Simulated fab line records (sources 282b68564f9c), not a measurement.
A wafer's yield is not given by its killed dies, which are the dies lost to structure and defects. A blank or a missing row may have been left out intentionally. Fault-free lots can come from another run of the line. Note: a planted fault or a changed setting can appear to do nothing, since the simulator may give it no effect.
Which tool was responsible? | flow rit-cmos | Sampling: 11 lots, 33 wafers, 3 of 202 route steps

WHAT THE GAUGES READ, wafer by wafer
RIT_PSD_TW_MEAS_10. Usual: for PSD_TW the level is 3444 and the standard deviation is 21.
lot  | measured    | on            | PSD_TW         | flag
L138 | day 3 02:47 | film-metro-03 | 3454 3456 3440 |
L139 | day 3 07:36 | film-metro-03 | 3441 3454 3452 |
L140 | day 3 17:16 | film-metro-01 | 3392 3399 3402 |
L141 | day 3 23:22 | film-metro-02 | 3462 3464 3473 |
L142 | day 4 05:33 | film-metro-02 | 3431 3424 3436 |
L149 | day 5 15:58 | film-metro-02 | 3123 3129 3148 | OFF
L151 | day 6 01:01 | film-metro-01 | 3117 3124 3124 | OFF
L155 | day 7 13:39 | film-metro-03 | 3471 3449 3469 |
L157 | day 7 17:44 | film-metro-01 | 3424 3402 3414 |
L160 | day 8 16:51 | film-metro-03 | 3450 3431 3455 |
L161 | day 8 18:37 | film-metro-03 | 3454 3458 3465 |

RIT_SDANNEAL_RS_MEAS_04: a four-point-probe measurement. Usual: for PSD_RS the level is 115.9 ohm/sq and the standard deviation is 0.32.
lot  | measured    | on            | PSD_RS (ohm/sq)   | flag
L138 | day 3 03:16 | film-metro-01 | 115.7 115.8 115.7 |
L139 | day 3 08:05 | film-metro-02 | 115.9 115.3 115.6 |
L140 | day 3 17:46 | film-metro-01 | 115.7 116.0 115.8 |
L141 | day 3 23:53 | film-metro-01 | 115.7 115.9 116.0 |
L142 | day 4 06:03 | film-metro-03 | 115.7 115.8 115.5 |
L149 | day 5 16:29 | film-metro-01 | 127.4 127.7 127.1 | OFF
L151 | day 6 01:30 | film-metro-03 | 126.1 126.4 126.5 | OFF
L155 | day 7 14:11 | film-metro-01 | 115.7 115.9 116.1 |
L157 | day 7 18:16 | film-metro-01 | 115.8 115.5 115.4 |
L160 | day 8 17:22 | film-metro-03 | 115.8 115.4 116.0 |
L161 | day 8 19:10 | film-metro-03 | 115.9 115.7 115.5 |

EACH LOT AND THE TOOL THAT RAN IT (in order: tool; ch and the chambers of the sampled wafers; start)
lot  | RIT_PSD_IMPLANT_08
L138 | implanter-02 ch 0, day 3 02:28
L139 | implanter-03 ch 0, day 3 07:16
L140 | implanter-02 ch 0, day 3 16:57
L141 | implanter-02 ch 0, day 3 23:05
L142 | implanter-03 ch 0, day 4 05:14
L149 | implanter-04 ch 0, day 5 15:40
L151 | implanter-04 ch 0, day 6 00:41
L155 | implanter-02 ch 0, day 7 13:20
L157 | implanter-02 ch 0, day 7 17:25
L160 | implanter-02 ch 0, day 8 16:31
L161 | implanter-02 ch 0, day 8 18:19
- RIT_PSD_IMPLANT_08

WHAT THE TOOLS THEMSELVES READ (means of the sampled wafers that have a number; where no wafer has one, the mark that the record gives instead)
RIT_PSD_IMPLANT_08. Usual: beam-energy-keV 26.999, standard deviation 0.0076; beam-on-s 14.6 s, standard deviation 1.2; dose-ions-cm2 5.001e+15, standard deviation 5.8e+12; faraday-current-uA 10641, standard deviation 880; tilt-deg 7.001 degrees, standard deviation 0.019.
lot  | tool         | beam-energy-keV | beam-on-s (s) | dose-ions-cm2 | faraday-current-uA | tilt-deg (degrees) | flag
L138 | implanter-02 | 26.990          | 13.2          | 5.009e+15     | 11698              | 6.982              |
L139 | implanter-03 | 27.002          | 14.7          | 5.003e+15     | 10484              | 6.993              |
L140 | implanter-02 | 26.996          | 13.5          | 4.993e+15     | 11377              | 7.016              |
L141 | implanter-02 | 27.011          | 13.3          | 5.001e+15     | 11553              | 6.975              |
L142 | implanter-03 | 27.004          | 14.7          | 5.001e+15     | 10509              | 7.006              |
L149 | implanter-04 | 27.000          | 10.0          | 2.335e+15     | 7262               | 7.038              | OFF
L151 | implanter-04 | 26.999          | 9.9           | 2.341e+15     | 7326               | 7.001              | OFF
L155 | implanter-02 | 27.002          | 13.3          | 5.002e+15     | 11587              | 6.989              |
L157 | implanter-02 | 27.008          | 13.2          | 4.996e+15     | 11633              | 6.994              |
L160 | implanter-02 | 26.995          | 13.2          | 5.001e+15     | 11620              | 6.992              |
L161 | implanter-02 | 26.997          | 13.4          | 5.003e+15     | 11410              | 7.003              |

THE ANSWER, worked out from the rows above alone
Rule: a lot is off if the mean of its wafers that have a number lies more than 3 standard deviations from the usual mean. A lot without any number at a reading at which 4 lots or more have one is off too. All remaining lots with rows at the step are treated as sound. The gauges are gone through in route order, then the tools' own readings, and for those a lot's mean is taken as printed above. The first step at which some lot is off is used, and at that step the reading that is off furthest; a lot without a number counts as furthest.
Off: L149, L151, seen at RIT_PSD_TW_MEAS_10 (PSD_TW).
If a tool, at a process step before that reading, ran all the lots that are off and no sound lot after the first of them, it fits. Not tried: the gauges at RIT_PSD_TW_MEAS_10; whatever is off there is also off at RIT_PSD_IMPLANT_08, on other tools, and gauge error can't account for it. One fits: implanter-04 at RIT_PSD_IMPLANT_08. It ran no sound lot before its first lot that is off in this sample, so the start can't be narrowed down.
The tool's own readings at RIT_PSD_IMPLANT_08 bear it out: on the lots that are off they differ by more than 5 times the standard deviation of the sound lots' means. beam-on-s reads 9.9 s there against 13.6 s on the sound lots; dose-ions-cm2 reads 2.338e+15 there against 5.001e+15 on the sound lots; faraday-current-uA reads 7294 there against 11319 on the sound lots.

WHAT HAD BEEN PUT IN BY THE SIMULATOR
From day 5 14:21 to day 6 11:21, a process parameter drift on implanter-04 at RIT_PSD_IMPLANT_08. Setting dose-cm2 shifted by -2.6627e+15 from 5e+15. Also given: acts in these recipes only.
Struck lots among those shown: L149, L151. Same finding as the rule above.
